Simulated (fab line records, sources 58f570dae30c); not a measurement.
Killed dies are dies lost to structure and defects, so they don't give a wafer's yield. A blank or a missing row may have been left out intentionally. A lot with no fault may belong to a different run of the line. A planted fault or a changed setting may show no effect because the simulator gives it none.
2 desks, one fault + flow berkeley-cmos170 + every desk sees just its own numbers, and what lay behind them comes last

## THE METROLOGY DESK
What the gauges read, lot by lot, whatever tool the lot ran on: means of the sampled wafers that have a number. A lot is out of limits, marked OUT, if its mean lies more than 4 standard deviations from the usual mean; the brackets give that distance.
Columns: A = ACTIVE_OXIDE_THK at UCB170_ACTIVE_THK_MEAS_03, usual 26.3 nm; B = FIELD_OXIDE_THK at UCB170_FIELD_THK_MEAS_02, usual 558 nm; C = NLDD_TW at UCB170_NLDD_TW_MEAS_11, usual 2234; D = cd-nm at UCB170_NSD_CD_MEAS_06, usual 1200.1 nm; E = NLDD_RS at UCB170_SDANNEAL_RS_MEAS_05, usual 615.7 ohm/sq
| lot  | first seen here | A    | B   | C              | D      | E               |
|------|-----------------|------|-----|----------------|--------|-----------------|
| L190 | day 3 17:53     | 26.9 | 568 | 2235           | 1200.5 | 614.6           |
| L191 | day 4 06:01     | 25.9 | 541 | 2253           | 1200.3 | 616.6           |
| L192 | day 4 15:47     | 26.8 | 556 | 2228           | 1200.5 | 616.8           |
| L194 | day 4 19:22     | 25.9 | 560 | 2222           | 1198.9 | 615.7           |
| L193 | day 4 19:25     | 26.0 | 576 | 2253           | 1201.0 | 616.3           |
| L197 | day 5 04:24     | 26.4 | 553 | 2227           | 1200.4 | 616.3           |
| L200 | day 5 16:21     | 26.6 | 554 | 2249           | 1200.4 | 614.3           |
| L201 | day 5 22:04     | 26.3 | 553 | 2260           | 1200.0 | 614.9           |
| L202 | day 6 11:19     | 26.8 | 553 | 2219           | 1201.1 | 616.0           |
| L204 | day 6 20:23     | 26.4 | 557 | 2228           | 1198.6 | 617.8           |
| L207 | day 7 06:52     | 25.2 | 566 | 2403 (+13) OUT | 1199.2 | 501.8 (-88) OUT |
| L212 | day 8 08:11     | 25.7 | 558 | 2420 (+14) OUT | 1200.4 | 502.4 (-87) OUT |
| L211 | day 8 08:13     | 26.1 | 556 | 2247           | 1200.4 | 615.0           |
| L213 | day 8 19:21     | 26.5 | 552 | 2218           | 1200.5 | 615.7           |
Finding of this desk: L207, L212 out of limits, first seen on L207 at day 9 12:18 (NLDD_TW at UCB170_NLDD_TW_MEAS_11). L190, L191, L192, L194, L193, L197, L200, L201, L202, L204, L211, L213: within limits.

## AT THE TOOL OWNER'S DESK: implanter-03
For each lot that ran on this tool, the mean over its sampled wafers that have a number, from the tool's own readings at UCB170_NLDD_IMPLANT_08. A lot is out of limits, marked OUT, if its mean lies more than 4 standard deviations from the usual mean; the brackets give that distance.
Columns: A = dose-ions-cm2 at UCB170_NLDD_IMPLANT_08, usual 5e+13; B = faraday-current-uA at UCB170_NLDD_IMPLANT_08, usual 158; C = tilt-deg at UCB170_NLDD_IMPLANT_08, usual 7.001 degrees
| lot  | first seen here | A                       | B             | C     |
|------|-----------------|-------------------------|---------------|-------|
| L190 | day 6 02:43     | 5e+13                   | 158           | 6.980 |
| L192 | day 7 02:16     | 5e+13                   | 159           | 7.027 |
| L194 | day 7 13:13     | 5e+13                   | 157           | 7.018 |
| L197 | day 7 13:30     | 5e+13                   | 157           | 7.007 |
| L204 | day 9 05:38     | 5e+13                   | 159           | 7.010 |
| L207 | day 9 11:52     | 8e+13 (+99 or more) OUT | 270 (+35) OUT | 7.003 |
| L212 | day 10 15:23    | 8e+13 (+99 or more) OUT | 264 (+33) OUT | 6.986 |
Finding of this desk: L207, L212 out of limits; the first was L207 at day 9 11:52, on dose-ions-cm2 at UCB170_NLDD_IMPLANT_08. L190, L192, L194, L197, L204: within limits.

## BROUGHT TOGETHER
On L207, L212, at day 9 11:52, an alarm was possible from the tool owner's desk.
An alarm was possible from the metrology desk at day 9 12:18, on L207, L212.
Every lot named ran UCB170_NLDD_IMPLANT_08 on implanter-03.

## WHAT THE SIMULATOR PUT IN
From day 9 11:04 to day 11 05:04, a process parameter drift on implanter-03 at UCB170_NLDD_IMPLANT_08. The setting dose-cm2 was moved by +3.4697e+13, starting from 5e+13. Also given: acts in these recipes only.
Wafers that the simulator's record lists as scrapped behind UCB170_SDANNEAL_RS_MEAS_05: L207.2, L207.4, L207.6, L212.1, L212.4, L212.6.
Lots struck among those shown: L207, L212.
Time in hours from fault onset to the first out-of-limits reading at each desk: tool owner's desk 1, metrology desk 1.
